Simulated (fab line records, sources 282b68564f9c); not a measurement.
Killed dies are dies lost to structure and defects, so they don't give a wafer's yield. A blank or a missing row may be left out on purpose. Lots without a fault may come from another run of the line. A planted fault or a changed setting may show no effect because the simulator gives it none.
A struck lot beside a sound one | flow rit_cmos | 15 steps out of a route of 202
Sound: wafers L605.4, L605.5, L605.6. Struck: wafers L601.4, L601.5, L601.6. The cause comes at the end.
At each step with rows: each side's tool, then ch and its chambers, then its first start. Under that, the readings that differ: sound wafers | struck wafers | difference of the means | sigmas: that difference in standard deviations of wafers without a fault.
alike: readings whose means differ by less than 2 such deviations, and words and numbers that are the same on both sides. not compared: withheld readings, readings that some wafer has no value for, bounds like >300 that may hide the same value, and numbers for which the record gives no deviation and whose values overlap.
The two part at a step that has a row with sigmas, a row that says differs or no value, or rows on one side only. Numbers that don't overlap but have no deviation are shown without sigmas and don't part them. A reading that every wafer of one side lacks parts them only if that side has two wafers or more.

first, 2 steps without rows for these wafers: RIT_NSD_HARDBAKE_07 (time 60 s); RIT_NSD_IMPLANT_08.
RIT_NSD_STRIP_09: strips in O2, time 180 s.
  sound on plasma_asher-02 ch 0,1, day 5 12:10; struck on plasma_asher-01 ch 0,1, day 4 16:58
  alike: drypump_motor_current_A
  not compared: rf_hours_counter_h
RIT_NSD_TW_MEAS_10:
  sound on film_metro-03, day 5 12:19; struck on film_metro-03, day 4 17:07
  alike: NSD_TW
then, 6 steps without rows for these wafers: RIT_PSD_HMDS_00 (prime time 60 s); RIT_PSD_COAT_01 (resist thk 1000 nm); RIT_PSD_SOFTBAKE_02 (time 60 s); RIT_PSD_EXPOSE_03 (exposes mask M10, target cd 40900 nm); RIT_PSD_PEB_04; RIT_PSD_DEVELOP_05 (develop time 50 s).
RIT_PSD_OVL_MEAS_06:
  sound on overlay-02, day 5 13:20; struck on overlay-02, day 4 18:08
  alike: PSD_OVL
then, 1 step without rows for these wafers: RIT_PSD_HARDBAKE_07 (time 60 s).
RIT_PSD_IMPLANT_08:
  sound on implanter-03 ch 0, day 5 13:35; struck on implanter-04, day 4 18:23
  no value came back on the struck wafers for beam_energy_keV, beam_on_s (s); on the sound wafers beam_energy_keV reads 26.467 26.474 26.469
RIT_PSD_STRIP_09: strips in O2, time 180 s.
  sound on plasma_asher-01 ch 0,1, day 5 13:43; struck on plasma_asher-04 ch 0,1, day 4 18:31
  alike: drypump_motor_current_A
  not compared: rf_hours_counter_h
RIT_PSD_TW_MEAS_10:
  sound on film_metro-03, day 5 13:52; struck on film_metro-01, day 4 18:53
  reading | sound          | struck   | difference | sigmas
  PSD_TW  | 3405 3410 3439 | 30 30 30 | -3388      | -99 or more
  not compared: hold

WHERE THEY PART
First at RIT_PSD_IMPLANT_08; last, within this record, at RIT_PSD_TW_MEAS_10.

WHY: what the simulator had put in
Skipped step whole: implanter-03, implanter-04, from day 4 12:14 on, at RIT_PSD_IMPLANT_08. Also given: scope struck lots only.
